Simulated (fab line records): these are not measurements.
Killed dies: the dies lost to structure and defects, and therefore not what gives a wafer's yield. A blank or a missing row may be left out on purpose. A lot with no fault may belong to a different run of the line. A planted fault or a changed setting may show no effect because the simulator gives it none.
What tool caused it? -- flow berkeley_cmos170 -- 42 wafers from 14 lots sampled at 4 of the route's 331 steps

WHAT EACH GAUGE READ, for each wafer
UCB170_M3_RS_MEAS_02: uses a four-point probe to measure. Usual: M3_AL_RS typically reads 0.0322 ohm/sq, with standard deviation 0.00039.
lot,measured,on,M3_AL_RS (ohm/sq),flag
L236,day 7 16:09,film_metro-01,0.0324 0.0318 0.0321,
L237,day 8 01:14,film_metro-01,0.0327 0.0327 0.0329,
L238,day 8 17:50,film_metro-03,0.0323 0.0325 0.0324,
L241,day 8 21:57,film_metro-01,0.0319 0.0316 0.0318,
L242,day 8 23:26,film_metro-03,0.0321 0.0318 0.0316,
L245,day 9 18:41,film_metro-04,0.0321 0.0324 0.0317,
L243,day 9 18:35,film_metro-01,0.0325 0.0325 0.0325,
L255,day 11 18:25,film_metro-01,0.0324 0.0326 0.0321,
L256,day 11 18:55,film_metro-01,0.0322 0.0324 0.0326,
L257,day 12 00:43,film_metro-04,0.0319 0.0320 0.0324,
L259,day 12 18:20,film_metro-03,0.0320 0.0317 0.0318,
L258,day 12 20:20,film_metro-01,0.0313 0.0313 0.0313,

TOOL THAT RAN EACH LOT (tool first, then ch and the chambers of the sampled wafers, then the start)
lot,UCB170_SDANNEAL_RTA_00,UCB170_V2_CVD_00,UCB170_V2_ETCH_14
L236,"rtp_anneal-01 ch 0, day 6 19:03","pecvd-02 ch 1,2, day 7 13:34","rie_diel-02 ch 0,1, day 7 15:35"
L237,"rtp_anneal-01 ch 0, day 7 01:34","pecvd-03 ch 0,1, day 7 22:32","rie_diel-03 ch 0,1,3, day 8 00:40"
L238,"rtp_anneal-01 ch 0, day 7 19:35","pecvd-03 ch 0,1,2, day 8 13:26","rie_diel-03 ch 0,2,3, day 8 17:17"
L241,"rtp_anneal-01 ch 0, day 7 22:02","pecvd-02 ch 0,1,2, day 8 19:08","rie_diel-03 ch 0,3, day 8 21:20"
L242,"rtp_anneal-02 ch 0, day 7 22:19","pecvd-03 ch 1,2, day 8 20:47","rie_diel-03 ch 0,1, day 8 22:53"
L245,"rtp_anneal-02 ch 0, day 8 16:10","pecvd-03 ch 0,1,2, day 9 15:48","rie_diel-03 ch 0,1,3, day 9 18:07"
L243,"rtp_anneal-02 ch 0, day 8 17:09","pecvd-04 ch 0,2, day 9 15:26","rie_diel-02 ch 0,1,3, day 9 18:01"
L244,"rtp_anneal-01, day 8 17:19",-,-
L246,"rtp_anneal-02, day 8 21:04",-,-
L255,"rtp_anneal-02 ch 0, day 10 19:10","pecvd-02 ch 0,1,2, day 11 15:05","rie_diel-01 ch 0,2,3, day 11 17:52"
L256,"rtp_anneal-01 ch 0, day 10 19:45","pecvd-03 ch 0,1,2, day 11 15:13","rie_diel-03 ch 1,2,3, day 11 18:22"
L257,"rtp_anneal-02 ch 0, day 11 00:35","pecvd-03 ch 0,2, day 11 22:18","rie_diel-01 ch 0,3, day 12 00:10"
L259,"rtp_anneal-01 ch 0, day 11 20:36","pecvd-02 ch 0,2, day 12 15:42","rie_diel-03 ch 0,2, day 12 17:46"
L258,"rtp_anneal-02 ch 0, day 11 20:57","pecvd-03 ch 0,1,2, day 12 16:15","rie_diel-03 ch 0,1,2, day 12 19:43"
- UCB170_SDANNEAL_RTA_00: time 10 s.
- UCB170_V2_CVD_00: deposits SiO2 from TEOS/O2, target thk 2000 nm, time 250 s.
- UCB170_V2_ETCH_14: etches SiO2 in CHF3/CF4/Ar, stops on Al, target depth 1250 nm, time 291 s.

AS READ BY THE TOOLS THEMSELVES (means over the sampled wafers that have a number; for cases with no such wafer, the mark the record gives instead)
UCB170_SDANNEAL_RTA_00. Usual: anneal_temp_c_max 905.0, standard deviation 1.2; chamber_o2_ppm 2.002, standard deviation 0.021; lamp_power_pct 26 %, standard deviation 5; wafer_temp_C_max 905.2, standard deviation 1.4.
lot,tool,anneal_temp_c_max,chamber_o2_ppm,lamp_power_pct (%),wafer_temp_C_max,flag
L236,rtp_anneal-01,904.0,2.014,31,904.0,
L237,rtp_anneal-01,903.6,2.027,31,904.4,
L238,rtp_anneal-01,904.4,2.033,31,903.9,
L241,rtp_anneal-01,904.1,2.002,31,904.1,
L242,rtp_anneal-02,905.9,2.009,21,905.4,
L245,rtp_anneal-02,904.9,2.018,21,905.7,
L243,rtp_anneal-02,906.0,1.996,21,906.2,
L244,rtp_anneal-01,-,-,-,-,OFF
L246,rtp_anneal-02,-,-,-,-,OFF
L255,rtp_anneal-02,905.4,1.997,21,905.8,
L256,rtp_anneal-01,905.0,1.949,31,904.3,
L257,rtp_anneal-02,905.9,1.995,21,906.5,
L259,rtp_anneal-01,903.9,2.005,31,904.5,
L258,rtp_anneal-02,907.3,1.997,21,906.9,

UCB170_V2_CVD_00. Usual: heater_power_w 240 W, standard deviation 57; rf_fwd_power_W 548.4 W, standard deviation 1.9.
lot,tool,heater_power_w (W),rf_fwd_power_W (W),flag
L236,pecvd-02,240,549.1,
L237,pecvd-03,195,550.1,
L238,pecvd-03,211,550.0,
L241,pecvd-02,250,547.7,
L242,pecvd-03,254,550.5,
L245,pecvd-03,230,549.9,
L243,pecvd-04,232,551.0,
L255,pecvd-02,278,547.3,
L256,pecvd-03,273,547.2,
L257,pecvd-03,279,548.5,
L259,pecvd-02,243,547.4,
L258,pecvd-03,253,548.3,

UCB170_V2_ETCH_14. Usual: chamber_pressure_mTorr 200.01 mTorr, standard deviation 0.17; drypump_motor_current_A 5.8 A, standard deviation 0.55; oes_product_au 0.872 a.u., standard deviation 0.013; rf_fwd_power_W 698.3 W, standard deviation 2.3; throttle_valve_pct 6.93 %, standard deviation 0.14.
lot,tool,chamber_pressure_mTorr (mTorr),drypump_motor_current_A (A),oes_product_au (a.u.),rf_fwd_power_W (W),throttle_valve_pct (%),flag
L236,rie_diel-02,200.18,6.6,0.875,701.9,7.07,
L237,rie_diel-03,199.95,5.4,0.862,699.2,6.93,
L238,rie_diel-03,200.11,5.6,0.874,697.3,6.88,
L241,rie_diel-03,200.00,5.7,0.874,698.8,6.83,
L242,rie_diel-03,199.97,5.4,0.861,697.7,7.05,
L245,rie_diel-03,200.02,5.3,0.870,698.4,6.93,
L243,rie_diel-02,200.05,6.3,0.865,698.9,6.98,
L255,rie_diel-01,199.97,5.9,0.879,699.8,6.78,
L256,rie_diel-03,200.00,5.3,0.868,697.0,6.97,
L257,rie_diel-01,199.98,5.8,0.880,701.3,6.73,
L259,rie_diel-03,199.93,5.9,0.876,698.2,6.90,
L258,rie_diel-03,199.89,5.6,0.873,697.0,7.00,

THE ANSWER, worked out from the rows above alone
Rule: lot off if the mean of its wafers having a number is beyond 3 standard deviations from the usual mean. Also off: a lot with no number at a reading for which 4 or more lots have one. Where the step has rows for the other lots, those lots are counted as sound. First the gauges in route order, then the tools' own readings, where a lot's mean is used as printed above. At the first step where some lot is off, the reading lying furthest off is the one used; lots without a number count as furthest.
Off at UCB170_SDANNEAL_RTA_00 (anneal_temp_c_max): L244, L246. Without a number there: L244, L246.
If a tool, at that step or one of the process steps before it, ran each lot that is off and ran no sound lot following the first of them, it fits. None of those tried fits.

WHAT WAS PUT IN BY THE SIMULATOR
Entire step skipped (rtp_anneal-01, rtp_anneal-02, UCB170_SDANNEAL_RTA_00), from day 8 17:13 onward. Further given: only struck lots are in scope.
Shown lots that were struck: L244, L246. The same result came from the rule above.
